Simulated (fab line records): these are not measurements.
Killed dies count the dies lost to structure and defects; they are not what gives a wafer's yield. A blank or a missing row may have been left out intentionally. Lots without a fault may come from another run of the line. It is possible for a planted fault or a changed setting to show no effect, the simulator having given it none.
fab line records -- flow rit_cmos
record lots=6, wafers=18, last_day=7
route steps=202 shown CONTACT@172 M1@184
lots untouched by any fault: they come from a run of this same line in which no faults occurred
start_h: start of the lot's first displayed wafer, in hours after the record's first day -- wait_h: hours since the lot's step before -- " identical to the entry in the row above -- L1.1+2: one row covering several wafers at once -- - no value, or no start given -- * or withheld: withheld -- < > ~ a bound
route shown NAME@n: names a module that has steps shown in the file, with the first one's number in the route -- usual: mean/standard deviation taken from wafers without a fault -- same: alike in all rows -- chamber/n: place in a boat -- sites: per-site readings -- _std_site: the standard deviation of these -- _edge_site: the outer-site mean with the inner-site mean subtracted -- radius_mm: how far each site lies from the wafer's centre -- mask NAME#n: copy n -- behind: tool/chamber where the wafer was last shaped -- hold: why the lot was held/for how many hours/how that ended -- device: the transistor (n, p or np) that didn't switch -- end of line: tests run on the same wafers once the route is complete -- a step given without rows: its recipe and nothing more -- killed: the dies lost at the first sort to structure and to defects; this is not the yield of the wafer -- map: dies across one wafer; x = killed, . = not, _ = none there
set.NAME: the setting that was run; set.NAME@STEP: the one run at that earlier step -- model.NAME: the simulator's own value behind a step, which no gauge read
certain route steps with their lots: each step a table, each wafer a row
services: when a tool's chamber went out of use (start_h, in hours from the record's first day, below 0 if earlier), for how many hours, and the reason
## steps
# step RIT_CONTACT_SOFTBAKE_04
# recipe resist=NOVOLAK, temp_c=90, time_s=60
# step RIT_CONTACT_EXPOSE_05
# recipe mask_id=M11, na=0.6, source_shape=conventional, sigma_outer=0.5, target_cd_nm=1000, dose_mj=244.7
# step RIT_CONTACT_PEB_06
# recipe resist=NOVOLAK, temp_c=withheld, time_s=withheld
# step RIT_CONTACT_DEVELOP_07
# recipe resist=NOVOLAK, develop_time_s=120, dev_temp_c=23
# step RIT_CONTACT_CD_MEAS_08
# recipe target_cd_nm=1000
# usual cd_nm=1000.3/2.2
lot.wafer,tool,chamber,start_h,wait_h,cd_nm
L190.3,cd_sem-01,-,61.00,-,1005.8
L190.4,cd_sem-01,-,61.00,-,1004.3
L190.6,cd_sem-01,-,61.00,-,1005.9
L196.1,cd_sem-02,-,93.56,-,998.3
L196.4,cd_sem-02,-,93.56,-,1000.3
L196.5,cd_sem-02,-,93.56,-,998.7
L198.3,cd_sem-01,-,101.74,-,998.5
L198.5,cd_sem-01,-,101.74,-,998.7
L198.6,cd_sem-01,-,101.74,-,998.7
L200.1,cd_sem-02,-,109.70,-,999.9
L200.5,cd_sem-02,-,109.70,-,1001.6
L200.6,cd_sem-02,-,109.70,-,1000.0
L202.1,cd_sem-01,-,117.43,-,999.8
L202.4,cd_sem-01,-,117.43,-,1000.5
L202.5,cd_sem-01,-,117.43,-,998.9
L211.2,cd_sem-02,-,161.33,-,1004.4
L211.3,cd_sem-02,-,161.33,-,1003.8
L211.5,cd_sem-02,-,161.33,-,1000.8
# step RIT_CONTACT_OVL_MEAS_09
# usual CONTACT_OVL=-0.2/1.4
lot.wafer,tool,chamber,start_h,wait_h,CONTACT_OVL[nm]
L190.3,overlay-02,-,61.09,0.1,-0.6
L190.4,overlay-02,-,61.09,0.1,-0.6
L190.6,overlay-02,-,61.09,0.1,0.2
L196.1,overlay-02,-,93.68,0.1,-0.3
L196.4,overlay-02,-,93.68,0.1,1.8
L196.5,overlay-02,-,93.68,0.1,0.6
L198.3,overlay-01,-,101.83,0.1,-0.5
L198.5,overlay-01,-,101.83,0.1,0.1
L198.6,overlay-01,-,101.83,0.1,-2.2
L200.1,overlay-01,-,109.82,0.1,0.8
L200.5,overlay-01,-,109.82,0.1,1.3
L200.6,overlay-01,-,109.82,0.1,1.3
L202.1,overlay-02,-,117.55,0.1,-1.2
L202.4,overlay-02,-,117.55,0.1,-1.1
L202.5,overlay-02,-,117.55,0.1,-0.7
L211.2,overlay-01,-,161.44,0.1,0.4
L211.3,overlay-01,-,161.44,0.1,0.8
L211.5,overlay-01,-,161.44,0.1,1.8
# step RIT_CONTACT_HARDBAKE_10
# recipe resist=NOVOLAK, temp_c=140, time_s=60
# step RIT_CONTACT_ETCH_11
# recipe target_depth_a=4800, over_etch_frac=0.2, stop_on=TiSi2, chemistry=CHF3/CF4/Ar, target=SiO2, CHF3_flow_sccm=50, cf4_flow_sccm=10, Ar_flow_sccm=100, O2_flow_sccm=5, pressure_mtorr=100, rf_w=200, time_s=320
# usual drypump_motor_current_A=5.9/0.36, oes_product_au=0.989/0.014, throttle_valve_pct=8.86/0.14
# same time_s=320
lot.wafer,tool,chamber,start_h,wait_h,drypump_motor_current_A,oes_product_au,rf_hours_counter_h,throttle_valve_pct
L190.3,rie_diel-04,1,61.27,0.1,5.9,0.987,11,8.96
L190.4,rie_diel-04,3,61.27,0.1,5.8,0.977,-,8.61
L190.6,rie_diel-04,1,61.27,0.1,5.8,1.003,-,8.98
L196.1,rie_diel-03,3,93.87,0.1,6.5,0.999,139,8.85
L196.4,rie_diel-03,0,93.87,0.1,5.3,0.990,-,8.83
L196.5,rie_diel-03,2,93.87,0.1,6.3,1.013,-,8.78
L198.3,rie_diel-02,1,102.01,0.1,5.9,0.993,45,8.76
L198.5,rie_diel-02,2,102.01,0.1,5.4,0.978,-,8.80
L198.6,rie_diel-02,3,102.01,0.1,6.1,0.971,-,8.88
L200.1,rie_diel-04,3,110.01,0.1,5.7,0.971,63,8.61
L200.5,rie_diel-04,3,110.01,0.1,5.7,0.967,-,8.59
L200.6,rie_diel-04,0,110.01,0.1,5.6,0.977,-,9.14
L202.1,rie_diel-04,1,117.74,0.1,5.8,0.991,12,8.99
L202.4,rie_diel-04,2,117.74,0.1,5.4,0.997,73,8.83
L202.5,rie_diel-04,2,117.74,0.1,5.4,1.001,-,8.82
L211.2,rie_diel-03,0,161.62,0.1,5.3,0.981,2,8.84
L211.3,rie_diel-03,0,161.62,0.1,5.3,0.988,-,8.82
L211.5,rie_diel-03,2,161.62,0.1,6.3,1.006,-,8.78
# step RIT_CONTACT_STRIP_12
# recipe chemistry=O2, time_s=180, resist=NOVOLAK, platen_temp_c=withheld, power_w=500, pressure_mtorr=4000, o2_flow_sccm=4000
# usual drypump_motor_current_A=5.4/0.49, rf_refl_power_W=6.2/1.5
# same time_s=180
lot.wafer,tool,chamber,start_h,wait_h,drypump_motor_current_A,rf_hours_counter_h,rf_refl_power_W
L190.3,plasma_asher-02,0,61.52,0.2,5.7,-,5.9
L190.4,plasma_asher-02,1,61.52,0.2,5.4,-,6.2
L190.6,plasma_asher-02,1,61.52,0.2,5.4,-,6.3
L196.1,plasma_asher-04,1,94.07,0.1,5.6,31,6.1
L196.4,plasma_asher-04,0,94.07,0.1,5.2,-,7.1
L196.5,plasma_asher-04,0,94.07,0.1,5.2,-,7.1
L198.3,plasma_asher-01,1,102.26,0.2,4.8,-,3.7
L198.5,plasma_asher-01,0,102.26,0.2,6.2,-,8.0
L198.6,plasma_asher-01,1,102.26,0.2,4.8,-,3.8
L200.1,plasma_asher-01,1,110.20,0.1,4.8,48,3.9
L200.5,plasma_asher-01,0,110.20,0.1,6.2,-,8.2
L200.6,plasma_asher-01,1,110.20,0.1,4.8,-,3.8
L202.1,plasma_asher-02,1,117.93,0.1,5.4,0,6.4
L202.4,plasma_asher-02,1,117.93,0.1,5.4,-,6.3
L202.5,plasma_asher-02,1,117.93,0.1,5.4,-,6.5
L211.2,plasma_asher-01,1,161.91,0.2,4.8,53,3.9
L211.3,plasma_asher-01,0,161.91,0.2,6.2,-,8.1
L211.5,plasma_asher-01,1,161.91,0.2,4.7,-,4.0
# step RIT_CONTACT_CD_MEAS_90
# recipe target_cd_nm=1000
# usual cd_nm=1000.3/2.2
lot.wafer,tool,chamber,start_h,wait_h,cd_nm
L190.3,cd_sem-02,-,61.68,0.1,1005.7
L190.4,cd_sem-02,-,61.68,0.1,1004.3
L190.6,cd_sem-02,-,61.68,0.1,1005.9
L196.1,cd_sem-01,-,94.24,0.1,998.1
L196.4,cd_sem-01,-,94.24,0.1,1000.3
L196.5,cd_sem-01,-,94.24,0.1,998.5
L198.3,cd_sem-01,-,102.42,0.1,999.1
L198.5,cd_sem-01,-,102.42,0.1,998.4
L198.6,cd_sem-01,-,102.42,0.1,998.8
L200.1,cd_sem-02,-,110.38,0.1,1000.1
L200.5,cd_sem-02,-,110.38,0.1,1002.0
L200.6,cd_sem-02,-,110.38,0.1,999.6
L202.1,cd_sem-02,-,118.11,0.1,999.7
L202.4,cd_sem-02,-,118.11,0.1,1000.7
L202.5,cd_sem-02,-,118.11,0.1,999.3
L211.2,cd_sem-01,-,162.11,0.1,1004.7
L211.3,cd_sem-01,-,162.11,0.1,1003.7
L211.5,cd_sem-01,-,162.11,0.1,1000.2
# step RIT_CONTACT_CLEAN_13
# recipe chemistry=SC1, mix=3:3:50, time_s=600, temp_c=75
# step RIT_CONTACT_CLEAN_14
# recipe chemistry=SC2, mix=3:3:50, time_s=600, temp_c=75, dry=n2_spin
# step RIT_M1_SPUTTER_00
# recipe material=Al, target_thk_nm=400, power_w=2000, chamber_pressure_pa=0.4195, gas=Ar, time_s=500, substrate_temp_c=25
# usual throttle_valve_pct=30.4/1
# same time_s=500
lot.wafer,tool,chamber,start_h,wait_h,throttle_valve_pct
L190.3,pvd_sputter-02,-,62.30,0.0,30.9
L190.4,pvd_sputter-02,-,62.30,0.0,30.9
L190.6,pvd_sputter-02,-,62.30,0.0,30.6
L196.1,pvd_sputter-02,-,94.71,0.0,28.7
L196.4,pvd_sputter-02,-,94.71,0.0,30.9
L196.5,pvd_sputter-02,-,94.71,0.0,31.1
L198.3,pvd_sputter-02,-,102.85,0.0,30.8
L198.5,pvd_sputter-02,-,102.85,0.0,30.7
L198.6,pvd_sputter-02,-,102.85,0.0,30.9
L200.1,pvd_sputter-02,-,110.85,0.0,30.6
L200.5,pvd_sputter-02,-,110.85,0.0,28.6
L200.6,pvd_sputter-02,-,110.85,0.0,30.6
L200.1,pvd_sputter-02,-,111.31,0.3,30.4
L200.5,pvd_sputter-02,-,111.31,0.3,28.6
L200.6,pvd_sputter-02,-,111.31,0.3,30.6
L202.1,pvd_sputter-02,-,118.59,0.0,30.3
L202.4,pvd_sputter-02,-,118.59,0.0,30.9
L202.5,pvd_sputter-02,-,118.59,0.0,31.0
L202.1,pvd_sputter-02,-,119.05,0.3,30.7
L202.4,pvd_sputter-02,-,119.05,0.3,30.5
L202.5,pvd_sputter-02,-,119.05,0.3,31.1
L211.2,pvd_sputter-03,-,162.56,0.0,30.9
L211.3,pvd_sputter-03,-,162.56,0.0,31.8
L211.5,pvd_sputter-03,-,162.56,0.0,31.1
# step RIT_M1_RS_MEAS_01
# recipe thk_meas_gauge=four-point-probe, reads=Al_of_M1_SPUTTER_00
# usual M1_AL_RS=0.0751/0.0011
lot.wafer,tool,chamber,start_h,wait_h,M1_AL_RS[ohm/sq]
L190.3,film_metro-03,-,62.63,0.2,0.0747
L190.4,film_metro-03,-,62.63,0.2,0.0753
L190.6,film_metro-03,-,62.63,0.2,0.0755
L196.1,film_metro-01,-,95.00,0.1,0.0749
L196.4,film_metro-01,-,95.00,0.1,0.0735
L196.5,film_metro-01,-,95.00,0.1,0.0737
L198.3,film_metro-01,-,103.18,0.2,0.0735
L198.5,film_metro-01,-,103.18,0.2,0.0729
L198.6,film_metro-01,-,103.18,0.2,0.0741
L200.1,film_metro-01,-,111.60,0.1,0.0371
L200.5,film_metro-01,-,111.60,0.1,0.0372
L200.6,film_metro-01,-,111.60,0.1,0.0373
L200.1,film_metro-01,-,111.89,0.3,0.0371
L200.5,film_metro-01,-,111.89,0.3,0.0372
L200.6,film_metro-01,-,111.89,0.3,0.0372
L202.1,film_metro-01,-,119.35,0.1,0.0370
L202.4,film_metro-01,-,119.35,0.1,0.0367
L202.5,film_metro-01,-,119.35,0.1,0.0362
L202.1,film_metro-01,-,119.77,0.4,0.0370
L202.4,film_metro-01,-,119.77,0.4,0.0368
L202.5,film_metro-01,-,119.77,0.4,0.0363
L211.2,film_metro-01,-,162.87,0.2,0.0767
L211.3,film_metro-01,-,162.87,0.2,0.0775
L211.5,film_metro-01,-,162.87,0.2,0.0765
# step RIT_M1_PROBE_99
# usual defect_limited_yield=97.4/1.1, killed_at_contacts=0.0/0.22, killed_at_front_end=6.9/3, killed_dies=6.9/3, killed_open=3.5/2, killed_short=3.4/2.1, sort_bin_3_pad_short=0.1/0.23, sort_bin_5_function=1.5/0.85, sort_bin_6_memory=1.0/0.59, sort_n_pass=257.1/3, sort_yield_pct=97.4/1.1
# same gross_dies=264, killed_at_M0_to_M3=0, killed_at_M4_up=0, killed_at_back_side=0, killed_at_other=0
lot.wafer,tool,chamber,start_h,wait_h,defect_limited_yield[%],killed_at_contacts,killed_at_front_end,killed_dies,killed_open,killed_short,sort_bin_3_pad_short[%],sort_bin_5_function[%],sort_bin_6_memory[%],sort_n_pass,sort_yield_pct[%]
L190.3,prober-02,-,66.58,0.2,97.3,0,7,7,5,2,0,1.9,0.8,257.0,97.3
L190.4,prober-02,-,66.63,0.2,95.8,0,11,11,7,2,0,1.9,2.3,253.0,95.8
L190.6,prober-02,-,66.73,0.2,96.6,0,9,9,4,4,0,2.3,1.1,255.0,96.6
L196.1,prober-02,-,99.87,0.1,98.9,0,3,3,1,2,0,0.4,0.8,261.0,98.9
L196.4,prober-02,-,100.02,0.2,97.3,1,6,7,1,6,0,1.5,1.1,257.0,97.3
L196.5,prober-02,-,100.07,0.2,94.3,0,15,15,8,7,0,3.0,2.7,249.0,94.3
L211.2,prober-01,-,166.62,0.1,97.3,0,7,7,5,2,0.8,0.4,1.5,257.0,97.3
L211.3,prober-01,-,166.67,0.2,96.6,0,9,9,5,4,0,3.0,0.4,255.0,96.6
L211.5,prober-01,-,166.77,0.2,98.9,0,3,3,2,1,0,0.8,0.4,261.0,98.9
# killed by level:class
L190.3 GATE:geometric_particle:open=2 FOX1:geometric_particle:open=1 FOX1:geometric_particle:short=1 GATE:geometric_particle:short=1 REOX:geometric_particle:open=1 SPACER:geometric_particle:open=1
L190.4 SPACER:geometric_particle:open=3 FOX2:geometric_particle:open=2 NWELL:coat_microbubble_printed=2 GATE:geometric_particle:open=1 GATE:geometric_particle:short=1 SPACER:geometric_particle:short=1 SILICIDE:geometric_particle:open=1
L190.6 GATE:geometric_particle:open=2 GATE:geometric_particle:short=2 REOX:geometric_particle:short=2 FOX2:geometric_particle:open=1 SILICIDE:geometric_particle:open=1 NWELL:coat_microbubble_printed=1
L196.1 GATE:geometric_particle:short=1 GATE:geometric_particle:open=1 SPACER:geometric_particle:short=1
L196.4 SPACER:geometric_particle:short=2 FOX1:geometric_particle:short=1 FOX2:geometric_particle:short=1 GATE:geometric_particle:short=1 SILICIDE:geometric_particle:open=1 CONTACT:geometric_particle:short=1
L196.5 FOX1:geometric_particle:open=3 FOX1:geometric_particle:short=2 GATE:geometric_particle:short=2 GATE:geometric_particle:open=2 SPACER:geometric_particle:open=2 SPACER:geometric_particle:short=2 FOX2:geometric_particle:open=1 SILICIDE:geometric_particle:short=1
L211.2 GATE:geometric_particle:open=2 SILICIDE:geometric_particle:open=2 FOX1:geometric_particle:open=1 FOX2:geometric_particle:short=1 SILICIDE:geometric_particle:short=1
L211.3 FOX1:geometric_particle:short=3 FOX1:geometric_particle:open=2 FOX2:geometric_particle:open=1 GATE:geometric_particle:short=1 SPACER:geometric_particle:open=1 STARTING-WAFER:geometric_particle:open=1
L211.5 FOX2:geometric_particle:open=1 SPACER:geometric_particle:open=1 SPACER:geometric_particle:short=1
## services
tool,chamber,start_h,hours,kind
rie_diel-04,-,54.48,0.2,repair
rie_diel-03,0,68.01,-,clean
rie_diel-03,0,68.01,17.0,scheduled_down
rie_diel-03,0,68.01,17.0,vent_cycle
plasma_asher-02,-,70.02,8.1,repair
rie_diel-04,0,72.87,-,clean
rie_diel-04,0,72.87,25.2,scheduled_down
rie_diel-04,0,72.87,25.2,vent_cycle
plasma_asher-01,-,74.99,3.2,repair
rie_diel-04,2,85.36,21.6,repair
plasma_asher-01,-,90.39,5.1,repair
pvd_sputter-02,-,91.07,1.3,repair
plasma_asher-02,-,108.75,9.0,pm
plasma_asher-02,0,108.75,9.0,vent_cycle
plasma_asher-02,1,108.75,9.0,vent_cycle
rie_diel-03,2,115.14,2.8,repair
plasma_asher-01,-,115.79,4.3,repair
plasma_asher-02,0,117.75,-,clean
plasma_asher-02,1,117.75,-,clean
rie_diel-03,-,144.74,0.5,repair
rie_diel-04,-,147.46,14.6,pm
## key
first_sign step=RIT_M1_SPUTTER_00, reading=visit, direction=added
effect step=RIT_M1_RS_MEAS_01, reading=visit, direction=added
effect step=RIT_M1_RS_MEAS_01, reading=M1_AL_RS, direction=down, sigmas=35, usual=0.0751, struck=0.0369
met_at RIT_M1_SPUTTER_00
struck_wafers L200.1,L200.5,L200.6,L202.1,L202.4,L202.5
scrapped_behind RIT_M1_RS_MEAS_01 L200.1,L200.5,L200.6,L202.1,L202.4,L202.5
fault kind=repeated_step_whole, tool=pvd_sputter-01,pvd_sputter-02,pvd_sputter-03, chamber=-, onset_h=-, steps=RIT_M1_SPUTTER_00, times=1, scope=struck_lots_only
